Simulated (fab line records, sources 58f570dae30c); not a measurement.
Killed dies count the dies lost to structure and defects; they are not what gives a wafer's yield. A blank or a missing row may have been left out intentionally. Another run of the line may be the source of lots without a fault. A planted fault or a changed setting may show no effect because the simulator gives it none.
fab line records	flow berkeleyCmos170
record lots=6	wafers=18	lastDay=11
route steps=331 shown V1@256
lots untouched by any fault: they come from a run of this same line in which no faults occurred
startH: hours from the record's first day to the start of the lot's first wafer shown	waitH: hours from the lot's prior step to this one	" the same as in the row above	L1.1+2: a single row standing in for several wafers	- no value, or no start given	* or withheld: withheld	< > ~ a bound
route shown NAME@n: a module of which the file shows steps, and the number in the route of the first	usual: average and standard deviation across the fault-free wafers	same: alike in all rows	chamber/n: place in a boat	sites: each site's reading	_std_site: the values' standard deviation	_edge_site: mean of outer sites minus mean of inner sites	radiusMm: how far each site lies from the wafer's centre	mask NAME#n: copy n	behind: the tool/chamber that last shaped the wafer	hold: why the lot went on hold/how many hours it stayed there/how the hold came to an end	device: which transistor (n, p or np) failed to switch	end of line: tests run on the same wafers once the route is complete	a step without rows: its recipe alone	killed: the dies lost at the first sort to structure and to defects; this is not the yield of the wafer	map: the dies of a wafer, with x for killed, . for not killed, _ for no die there
set.NAME: the setting as run; set.NAME@STEP: as run at that earlier step	model.NAME: the simulator's own value behind a step, which no gauge read
a table for each step, a row for each wafer; lots at some steps of the route
services: from which hour (startH, from the record's first day; less than 0 if before it) a tool's chamber was out of use, for how many hours, and why
## steps
# step UCB170_V1_CMP_02
# recipe material=SiO2	downForcePsi=6	platenRpm=60	padVelocityMS=0.75398
# usual edgeZonePressureFrac=0.999/0.0055	motorCurrentA=15.8/1.2	retainingRingPressureFrac=1.000/0.0051	slurryFilterDpKPa=13.51/0.13
lot.wafer	tool	chamber	startH	waitH	edgeZonePressureFrac	motorCurrentA	retainingRingPressureFrac	slurryFilterDpKPa
L431.3	cmp-01	3	174.32	0.0	0.999	17.0	1.000	13.51
L431.4	"	0	"	"	0.999	16.5	1.007	13.26
L431.5	"	0	"	"	0.995	16.6	1.004	13.61
L434.3	cmp-01	1	181.05	0.1	0.996	15.2	0.998	13.41
L434.2	"	2	"	"	0.987	14.2	1.001	13.39
L434.4	"	3	"	"	0.999	16.6	0.999	13.27
L436.4	cmp-01	3	200.75	0.1	1.009	16.5	1.004	13.39
L436.3	"	1	"	"	1.007	15.1	0.995	13.42
L436.5	"	3	"	"	1.002	15.9	1.001	13.48
L443.3	cmp-01	3	217.53	0.1	1.009	16.3	0.997	13.51
L443.1	"	0	"	"	1.004	16.3	1.003	13.52
L443.5	"	2	"	"	1.012	14.8	1.007	13.49
L450.3	cmp-01	1	247.48	0.0	0.993	14.2	1.009	13.44
L450.2	"	3	"	"	0.993	15.1	1.004	13.71
L450.5	"	1	"	"	0.998	15.8	1.003	13.46
L451.4	cmp-01	0	257.30	0.1	1.001	16.7	0.997	13.54
L451.5	"	3	"	"	0.995	17.0	1.000	13.52
L451.6	"	0	"	"	1.003	15.7	1.001	13.43
# step UCB170_V1_BOW_MEAS_03
# recipe mode=bow
# usual V1_BOW=18/6.4
lot.wafer	tool	chamber	startH	waitH	V1_BOW[um]
L431.3	filmMetro-03	-	174.66	0.3	14
L431.4	"	-	"	"	12
L431.5	"	-	"	"	30
L434.2	filmMetro-03	-	181.32	0.2	15
L434.3	"	-	"	"	5
L434.4	"	-	"	"	24
L436.3	filmMetro-01	-	201.04	0.1	9
L436.4	"	-	"	"	15
L436.5	"	-	"	"	14
L443.1	filmMetro-03	-	217.73	0.1	18
L443.3	"	-	"	"	25
L443.5	"	-	"	"	22
L450.2	filmMetro-01	-	247.80	0.2	17
L450.3	"	-	"	"	22
L450.5	"	-	"	"	23
L451.4	filmMetro-02	-	257.61	0.3	13
L451.5	"	-	"	"	19
L451.6	"	-	"	"	1
# step UCB170_V1_THK_MEAS_04
# recipe reads=SiO2_of_V1_CVD_00
# usual V1_POLISHED_THK=1000.8/1.1
lot.wafer	tool	chamber	startH	waitH	V1_POLISHED_THK[nm]
L431.3	filmMetro-03	-	174.76	0.1	1000.4
L431.4	"	-	"	"	1001.1
L431.5	"	-	"	"	1001.5
L434.2	filmMetro-03	-	181.43	0.1	1001.6
L434.3	"	-	"	"	1000.5
L434.4	"	-	"	"	1002.5
L436.3	filmMetro-01	-	201.14	0.1	1000.5
L436.4	"	-	"	"	1002.1
L436.5	"	-	"	"	1003.1
L443.1	filmMetro-03	-	217.85	0.1	1000.8
L443.3	"	-	"	"	1001.0
L443.5	"	-	"	"	999.4
L450.2	filmMetro-01	-	247.91	0.1	1002.0
L450.3	"	-	"	"	1001.0
L450.5	"	-	"	"	1000.6
L451.4	filmMetro-02	-	257.70	0.1	999.9
L451.5	"	-	"	"	1002.3
L451.6	"	-	"	"	1001.9
# step UCB170_V1_CLEAN_05
# recipe chemistry=DIW
# step UCB170_V1_HMDS_06
# recipe primeTimeS=60	primeTempC=100
# step UCB170_V1_COAT_07
# recipe resist=KrF	spinRpm=1500	resistThkNm=900
# step UCB170_V1_SOFTBAKE_08
# recipe resist=KrF	tempC=130	timeS=60
# step UCB170_V1_EXPOSE_09
# recipe maskId=VIA1	targetCdNm=700	na=0.5	sigmaOuter=0.6	sourceShape=conventional	doseMj=37
# step UCB170_V1_PEB_10
# recipe pebTempC=130	pebTimeS=withheld	resist=KrF
# step UCB170_V1_DEVELOP_11
# recipe developer=TMAH	developTimeS=45	resist=KrF	devTempC=21
# step UCB170_V1_CD_MEAS_12
# recipe targetCdNm=700
# usual cdNm=700.4/1.4
lot.wafer	tool	chamber	startH	waitH	cdNm
L431.3	cdSem-01	-	176.99	-	699.3
L431.4	"	-	"	"	700.0
L431.5	"	-	"	"	701.0
L434.2	cdSem-02	-	183.67	-	699.6
L434.3	"	-	"	"	700.8
L434.4	"	-	"	"	701.2
L436.3	cdSem-01	-	203.01	-	698.6
L436.4	"	-	"	"	700.8
L436.5	"	-	"	"	699.0
L443.1	cdSem-02	-	220.30	-	703.0
L443.3	"	-	"	"	703.0
L443.5	"	-	"	"	703.8
L450.2	cdSem-01	-	250.90	-	700.6
L450.3	"	-	"	"	699.6
L450.5	"	-	"	"	701.1
L451.4	cdSem-01	-	259.95	-	700.3
L451.5	"	-	"	"	701.0
L451.6	"	-	"	"	701.6
# step UCB170_V1_OVL_MEAS_13
# usual V1_OVL=-3/5.1
lot.wafer	tool	chamber	startH	waitH	V1_OVL[nm]
L431.3	overlay-02	-	177.09	0.1	3
L431.4	"	-	"	"	-2
L431.5	"	-	"	"	2
L434.2	overlay-01	-	183.78	0.1	-2
L434.3	"	-	"	"	2
L434.4	"	-	"	"	-3
L436.3	overlay-02	-	203.10	0.1	-3
L436.4	"	-	"	"	-13
L436.5	"	-	"	"	-2
L443.1	overlay-02	-	220.42	0.1	-2
L443.3	"	-	"	"	-4
L443.5	"	-	"	"	-5
L450.2	overlay-01	-	251.00	0.1	-9
L450.3	"	-	"	"	-17
L450.5	"	-	"	"	-13
L451.4	overlay-01	-	260.03	0.1	-6
L451.5	"	-	"	"	-9
L451.6	"	-	"	"	-1
# step UCB170_V1_ETCH_14
# recipe chemistry=CHF3/CF4/Ar	target=SiO2	stopOn=Al	CHF3_flow_sccm=45	cf4FlowSccm=15	Ar_flow_sccm=150	pressureMtorr=200	rfW=700	targetDepthA=12500	overEtchFrac=0.25	timeS=291
# usual CHF3_flow_sccm=44.99/0.16	drypumpMotorCurrentA=5.6/0.41	oesProductAu=0.877/0.013	throttleValvePct=6.94/0.12
lot.wafer	tool	chamber	startH	waitH	CHF3_flow_sccm	drypumpMotorCurrentA	oesProductAu	rfHoursCounterH	throttleValvePct	model.V1.featureDepthNm	model.etch.depthNm	model.KrF_of_V1_COAT_07.thkNm
L431.3	rieDiel-03	1	177.11	0.0	45.10	5.0	0.880	49	6.72	1001	1001	607.2
L431.4	"	3	"	"	44.80	5.7	0.864	15	6.98	1001	1001	615.3
L431.5	"	2	"	"	44.82	5.5	0.870	-	7.05	1001	1001	613.3
L434.2	rieDiel-02	0	183.81	0.0	44.99	5.9	0.853	59	7.02	1002	1001	603.4
L434.3	"	1	"	"	44.91	6.3	0.892	12	6.94	1001	1000	598.9
L434.4	"	3	"	"	45.02	5.2	0.864	19	7.04	1002	1002	608.1
L436.3	rieDiel-03	1	203.12	0.0	45.19	5.0	0.886	50	6.72	1001	1000	601.3
L436.4	"	2	"	"	44.81	5.5	0.863	72	7.05	1002	1002	611.5
L436.5	"	2	"	"	45.22	5.5	0.869	-	7.05	1003	1003	612
L443.1	rieDiel-03	1	220.46	0.0	45.11	5.0	0.884	51	6.72	1002	1001	601.9
L443.3	"	3	"	"	44.86	5.7	0.867	17	6.99	1001	1001	606.9
L443.5	"	0	"	"	45.26	6.1	0.879	-	6.94	1000	1000	603.9
L450.2	rieDiel-02	3	251.03	0.0	45.01	5.2	0.871	23	7.03	1002	1002	606
L450.3	"	0	"	"	45.14	6.0	0.710	63	6.99	700.1	700.1	730.1
L450.5	"	3	"	"	45.16	5.2	0.876	-	7.02	1001	1001	608.8
L451.4	rieDiel-02	3	260.04	0.0	45.19	5.2	0.860	23	7.04	1001	1001	603.7
L451.5	"	1	"	"	44.88	6.3	0.894	-	6.94	1002	1001	598.1
L451.6	"	0	"	"	45.07	5.9	0.713	-	7.02	702.8	702.8	725.4
# step UCB170_V1_STRIP_15
# recipe chemistry=O2	powerW=400	pressureMtorr=3500	platenTempC=withheld	o2FlowSccm=400	overashFraction=0.5
# usual drypumpMotorCurrentA=5.9/0.32	oesProductAu=0.722/0.0048	stripTimeToEndpointS=15.27/0.13
lot.wafer	tool	chamber	startH	waitH	drypumpMotorCurrentA	oesProductAu	rfHoursCounterH	stripTimeToEndpointS
L431.3	plasmaAsher-02	1	177.32	0.1	5.9	0.720	-	15.23
L431.4	"	0	"	"	6.0	0.713	-	15.45
L431.5	"	0	"	"	6.0	0.720	-	15.38
L434.2	plasmaAsher-02	0	183.99	0.1	6.0	0.728	45	15.15
L434.3	"	0	"	"	6.0	0.727	-	15.05
L434.4	"	1	"	"	5.9	0.721	-	15.26
L436.3	plasmaAsher-02	0	203.33	0.1	6.0	0.721	-	15.10
L436.4	"	1	"	"	5.9	0.723	-	15.34
L436.5	"	1	"	"	5.9	0.724	-	15.36
L443.1	plasmaAsher-03	1	220.64	0.1	5.7	0.724	47	15.12
L443.3	"	0	"	"	6.3	0.722	-	15.25
L443.5	"	1	"	"	5.7	0.721	-	15.17
L450.2	plasmaAsher-03	1	251.21	0.1	5.7	0.715	51	15.21
L450.3	"	0	"	"	6.3	0.717	-	18.12
L450.5	"	1	"	"	5.7	0.721	-	15.28
L451.4	plasmaAsher-02	1	260.26	0.1	5.9	0.719	-	15.17
L451.5	"	0	"	"	6.0	0.721	-	15.02
L451.6	"	1	"	"	5.9	0.723	-	18.01
# step UCB170_V1_CD_MEAS_90
# recipe targetCdNm=700
# usual cdNm=700.6/1.4
lot.wafer	tool	chamber	startH	waitH	cdNm
L431.3	cdSem-01	-	177.43	0.1	699.9
L431.4	"	-	"	"	699.9
L431.5	"	-	"	"	701.7
L434.2	cdSem-01	-	184.11	0.1	700.0
L434.3	"	-	"	"	701.3
L434.4	"	-	"	"	701.6
L436.3	cdSem-01	-	203.44	0.1	699.5
L436.4	"	-	"	"	701.4
L436.5	"	-	"	"	699.2
L443.1	cdSem-01	-	220.74	0.1	704.0
L443.3	"	-	"	"	703.6
L443.5	"	-	"	"	703.3
L450.2	cdSem-02	-	251.33	0.1	700.8
L450.3	"	-	"	"	696.1
L450.5	"	-	"	"	700.4
L451.4	cdSem-02	-	260.46	0.2	700.8
L451.5	"	-	"	"	701.6
L451.6	"	-	"	"	697.9
## services
tool	chamber	startH	hours	kind
rieDiel-03	2	220.26	7.1	repair
rieDiel-02	0	229.17	12.2	repair
plasmaAsher-03	-	233.64	2.1	repair
cmp-01	-	236.93	4.7	pm
## key
firstSign step=UCB170_V1_ETCH_14	reading=oesProductAu	direction=down	sigmas=13	usual=0.877	struck=0.711
effect step=UCB170_V1_STRIP_15	reading=stripTimeToEndpointS	direction=up	sigmas=22	usual=*	struck=*
modelEffect step=UCB170_V1_ETCH_14	value=V1.featureDepthNm	without=1001	struck=701.4
metAt UCB170_V1_ETCH_14
struckWafers L450.3,L451.6
laterRowsLeftOut L450.3,L451.6
sortLeftOut L450.3,L451.6
onsetBetween 183.81 251.03
fault kind=processParameterDrift	tool=rieDiel-02	chamber=0	onsetH=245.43	steps=UCB170_V1_ETCH_14	channel=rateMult	offset=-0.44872	shape=step	endH=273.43
# sortLeftOut: the simulated sort isn't trusted on such a fault, so these wafers' sort isn't shown, and their yield isn't known
# laterRowsLeftOut: the simulator's readings of these wafers behind a module that went badly wrong aren't trusted and aren't shown, but for the sort
